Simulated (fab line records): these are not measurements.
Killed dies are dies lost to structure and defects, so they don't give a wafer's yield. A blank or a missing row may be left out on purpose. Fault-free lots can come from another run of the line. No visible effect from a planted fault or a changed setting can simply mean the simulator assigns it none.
One fault through the eyes of 2 desks    flow berkeley cmos170    only its own numbers are on each desk; what lay behind them is given at the end

== METROLOGY DESK ==
Lot by lot, what the gauges showed, no matter which tool ran the lot: averages of those sampled wafers that carry a number. Any lot whose mean is over 4 standard deviations away from the usual mean is out of limits and marked OUT; that distance is given in the brackets.
Columns: A = M2_AL_THK at UCB170_M2_THK_MEAS_03, usual 880 nm; B = cd nm at UCB170_V2_CD_MEAS_12, usual 700.3 nm; C = V2_OVL at UCB170_V2_OVL_MEAS_13, usual 0 nm
lot   first seen here  A    B      C
L268  day 8 06:18      880  701.3  4
L271  day 8 18:35      880  699.9  4
L270  day 8 21:50      875  703.1  -1
L272  day 9 07:14      872  698.1  -8
L273  day 9 08:25      885  700.2  -3
L276  day 10 14:05     880  699.9  3
L281  day 11 03:37     890  701.0  0
L282  day 11 15:40     878  702.4  3
L284  day 11 18:13     863  700.4  -4
L285  day 12 10:35     872  702.8  1
L286  day 12 10:47     880  698.8  -1
L287  day 12 17:48     890  700.0  0
L288  day 13 04:29     897  701.5  0
L291  day 13 19:02     878  699.1  1
L289  day 13 20:40     879  700.9  -5
This desk found nothing out of limits on any of the 15 lots.

== FOR THE TOOL OWNER'S DESK: rie diel-01 ==
The tool's own readings at UCB170_V2_ETCH_14 (etches SiO2 in CHF3/CF4/Ar, stops on Al, target depth 1250 nm, time 291 s): means of the sampled wafers that have a number, for each lot that ran on this tool. Any lot whose mean is over 4 standard deviations away from the usual mean is out of limits and marked OUT; that distance is given in the brackets.
Columns: A = drypump motor current A at UCB170_V2_ETCH_14, usual 5.7 A; B = oes product au at UCB170_V2_ETCH_14, usual 0.878 a.u.; C = run length s at UCB170_V2_ETCH_14, usual 319.3 s; D = throttle valve pct at UCB170_V2_ETCH_14, usual 6.97 %
lot   first seen here  A    B                C                D
L268  day 8 11:02      6.0  0.880            319.2            7.01
L271  day 8 23:08      6.0  0.883            319.2            6.91
L270  day 9 02:28      6.0  1.005 (+14) OUT  266.1 (-98) OUT  6.94
L272  day 9 11:25      6.0  1.000 (+13) OUT  266.0 (-99) OUT  7.03
L273  day 9 12:57      6.0  1.010 (+14) OUT  266.3 (-98) OUT  6.93
L287  day 12 23:18     5.8  0.881            319.1            6.98
L291  day 13 23:21     5.8  0.878            319.2            6.97
L289  day 14 00:47     5.7  0.879            319.3            6.94
This desk's verdict: out of limits on L270, L272, L273, starting with L270 at day 9 02:28 (oes product au at UCB170_V2_ETCH_14). In limits: L268, L271, L287, L291, L289.

== PUT TOGETHER ==
The tool owner's desk could have raised an alarm at day 9 02:28, on L270, L272, L273.
From the metrology desk's view, nothing was out of limits.
The metrology desk holds a record of L270, L272, L273, inside its limits.
Of the lots named, all ran UCB170_V2_ETCH_14 on rie diel-01.

== WHAT WAS PUT IN BY THE SIMULATOR ==
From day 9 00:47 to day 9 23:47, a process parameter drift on rie diel-01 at UCB170_V2_ETCH_14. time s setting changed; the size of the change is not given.
Lots struck among those shown: L270, L272, L273.
Time in hours from fault onset to the first out-of-limits reading at each desk: the tool owner's desk, 2.
